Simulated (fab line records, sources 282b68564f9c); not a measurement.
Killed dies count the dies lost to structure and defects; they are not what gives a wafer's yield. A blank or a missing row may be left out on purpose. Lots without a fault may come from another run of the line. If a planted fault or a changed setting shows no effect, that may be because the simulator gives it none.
Which tool was responsible? || flow ritCmos || Sampling: 15 lots, 45 wafers, 3 of 202 route steps

== WHAT EACH GAUGE READ, for each wafer ==
RIT_ACTIVE_BOW_MEAS_00. Usual: INCOMING_BOW typically reads 0 um, with standard deviation 7.
{"lot": "L396", "measured": "day 1 10:04", "on": "filmMetro-03", "INCOMING_BOW (um)": "-3 3 4", "flag": ""}
{"lot": "L397", "measured": "day 1 15:01", "on": "filmMetro-01", "INCOMING_BOW (um)": "5 2 4", "flag": ""}
{"lot": "L398", "measured": "day 1 20:01", "on": "filmMetro-01", "INCOMING_BOW (um)": "6 5 -9", "flag": ""}
{"lot": "L401", "measured": "day 2 11:01", "on": "filmMetro-01", "INCOMING_BOW (um)": "-11 6 7", "flag": ""}
{"lot": "L402", "measured": "day 2 16:00", "on": "filmMetro-02", "INCOMING_BOW (um)": "1 14 0", "flag": ""}
{"lot": "L403", "measured": "day 2 21:00", "on": "filmMetro-02", "INCOMING_BOW (um)": "-3 -6 5", "flag": ""}
{"lot": "L404", "measured": "day 3 02:00", "on": "filmMetro-02", "INCOMING_BOW (um)": "1 -3 -4", "flag": ""}
{"lot": "L412", "measured": "day 4 18:01", "on": "filmMetro-01", "INCOMING_BOW (um)": "7 18 -6", "flag": ""}
{"lot": "L413", "measured": "day 4 23:01", "on": "filmMetro-03", "INCOMING_BOW (um)": "2 15 0", "flag": ""}
{"lot": "L414", "measured": "day 5 04:01", "on": "filmMetro-03", "INCOMING_BOW (um)": "3 6 10", "flag": ""}
{"lot": "L415", "measured": "day 5 09:02", "on": "filmMetro-02", "INCOMING_BOW (um)": "-8 5 8", "flag": ""}
{"lot": "L416", "measured": "day 5 14:00", "on": "filmMetro-01", "INCOMING_BOW (um)": "-9 9 -10", "flag": ""}
{"lot": "L417", "measured": "day 5 19:01", "on": "filmMetro-03", "INCOMING_BOW (um)": "-4 1 11", "flag": ""}
{"lot": "L418", "measured": "day 6 00:02", "on": "filmMetro-03", "INCOMING_BOW (um)": "3 -8 -3", "flag": ""}
{"lot": "L419", "measured": "day 6 05:02", "on": "filmMetro-01", "INCOMING_BOW (um)": "-9 15 13", "flag": ""}

RIT_ACTIVE_CD_MEAS_90: the cd target is 1400 nm. Usual: cdNm at 1401.1 nm, with a standard deviation of 2.1.
{"lot": "L396", "measured": "day 1 16:08", "on": "cdSem-01", "cdNm (nm)": "1400.8 1401.2 1403.1", "flag": ""}
{"lot": "L397", "measured": "day 1 20:17", "on": "cdSem-02", "cdNm (nm)": "1399.7 1401.1 1400.4", "flag": ""}
{"lot": "L398", "measured": "day 2 01:02", "on": "cdSem-01", "cdNm (nm)": "1401.8 1401.9 1400.5", "flag": ""}
{"lot": "L401", "measured": "day 2 17:22", "on": "cdSem-02", "cdNm (nm)": "1403.2 1401.3 1402.2", "flag": ""}
{"lot": "L402", "measured": "day 2 21:44", "on": "cdSem-02", "cdNm (nm)": "1400.3 1398.0 1399.1", "flag": ""}
{"lot": "L403", "measured": "day 3 02:52", "on": "cdSem-02", "cdNm (nm)": "1401.5 1400.4 1401.9", "flag": ""}
{"lot": "L404", "measured": "day 3 07:01", "on": "cdSem-02", "cdNm (nm)": "1401.6 1402.2 1400.0", "flag": ""}
{"lot": "L412", "measured": "day 4 23:45", "on": "cdSem-02", "cdNm (nm)": "1394.1 1396.0 1396.6", "flag": ""}
{"lot": "L413", "measured": "day 5 04:52", "on": "cdSem-02", "cdNm (nm)": "1401.5 1403.8 1404.0", "flag": ""}
{"lot": "L414", "measured": "day 5 09:45", "on": "cdSem-01", "cdNm (nm)": "1399.0 1400.1 1398.6", "flag": ""}
{"lot": "L415", "measured": "day 5 14:11", "on": "cdSem-02", "cdNm (nm)": "1397.4 1399.5 1400.7", "flag": ""}
{"lot": "L416", "measured": "day 5 19:51", "on": "cdSem-01", "cdNm (nm)": "1401.1 1402.3 1400.7", "flag": ""}
{"lot": "L417", "measured": "day 6 01:02", "on": "cdSem-01", "cdNm (nm)": "1400.5 1399.7 1400.7", "flag": ""}
{"lot": "L418", "measured": "day 6 05:46", "on": "cdSem-01", "cdNm (nm)": "1401.7 1401.7 1401.2", "flag": ""}
{"lot": "L419", "measured": "day 6 10:05", "on": "cdSem-01", "cdNm (nm)": "1400.5 1402.7 1402.4", "flag": ""}

RIT_NWELL_OVL_MEAS_06. Usual: NWELL_OVL typically reads 0.0 nm, with standard deviation 1.5.
{"lot": "L396", "measured": "day 1 21:27", "on": "overlay-02", "NWELL_OVL (nm)": "0.3 0.1 0.2", "flag": ""}
{"lot": "L397", "measured": "day 2 01:32", "on": "overlay-02", "NWELL_OVL (nm)": "0.3 1.1 1.3", "flag": ""}
{"lot": "L398", "measured": "day 2 06:16", "on": "overlay-02", "NWELL_OVL (nm)": "-1.6 -0.4 0.9", "flag": ""}
{"lot": "L401", "measured": "day 2 23:15", "on": "overlay-01", "NWELL_OVL (nm)": "0.2 -0.4 -0.4", "flag": ""}
{"lot": "L402", "measured": "day 3 02:53", "on": "overlay-02", "NWELL_OVL (nm)": "-2.8 -2.4 -1.8", "flag": ""}
{"lot": "L403", "measured": "day 3 08:01", "on": "overlay-01", "NWELL_OVL (nm)": "-0.3 0.5 0.3", "flag": ""}
{"lot": "L404", "measured": "day 3 12:21", "on": "overlay-01", "NWELL_OVL (nm)": "0.5 -0.1 1.8", "flag": ""}
{"lot": "L412", "measured": "day 5 04:56", "on": "overlay-01", "NWELL_OVL (nm)": "0.0 -0.6 -0.8", "flag": ""}
{"lot": "L413", "measured": "day 5 10:00", "on": "overlay-02", "NWELL_OVL (nm)": "-1.4 -2.0 1.2", "flag": ""}
{"lot": "L414", "measured": "day 5 15:23", "on": "overlay-02", "NWELL_OVL (nm)": "-1.4 0.1 -1.2", "flag": ""}
{"lot": "L415", "measured": "day 5 20:49", "on": "overlay-01", "NWELL_OVL (nm)": "0.7 0.2 0.7", "flag": ""}
{"lot": "L416", "measured": "day 6 02:03", "on": "overlay-01", "NWELL_OVL (nm)": "-0.2 1.2 1.1", "flag": ""}
{"lot": "L417", "measured": "day 6 06:40", "on": "overlay-01", "NWELL_OVL (nm)": "-3.4 -1.4 -2.1", "flag": ""}
{"lot": "L418", "measured": "day 6 11:03", "on": "overlay-02", "NWELL_OVL (nm)": "0.9 1.7 0.1", "flag": ""}
{"lot": "L419", "measured": "day 6 15:28", "on": "overlay-01", "NWELL_OVL (nm)": "1.5 1.4 1.1", "flag": ""}

== EACH LOT AND THE TOOL THAT RAN IT (in order: tool; ch and the chambers of the sampled wafers; start) ==
The record shows no process step preceding these readings.

== AS READ BY THE TOOLS THEMSELVES (means over the sampled wafers that have a number; for cases with no such wafer, the mark the record gives instead) ==
The record holds no such reading with a usual standard deviation.

== THE ANSWER, worked out from the rows above alone ==
Rule: take the mean of a lot's wafers that have a number; if it is more than 3 standard deviations from the usual mean, the lot is off. A lot without any number at a reading at which 4 lots or more have one is off too. Any other lot the step has rows for is counted as sound. Order of review: gauges by route order, followed by the tools' own readings, for which a lot's mean as printed above is used. The first step at which some lot is off is used, and at that step the reading that is off furthest; a lot without a number counts as furthest.
No lot is off on any of the readings shown, so nothing can be concluded from this.

== WHAT HAD BEEN PUT IN BY THE SIMULATOR ==
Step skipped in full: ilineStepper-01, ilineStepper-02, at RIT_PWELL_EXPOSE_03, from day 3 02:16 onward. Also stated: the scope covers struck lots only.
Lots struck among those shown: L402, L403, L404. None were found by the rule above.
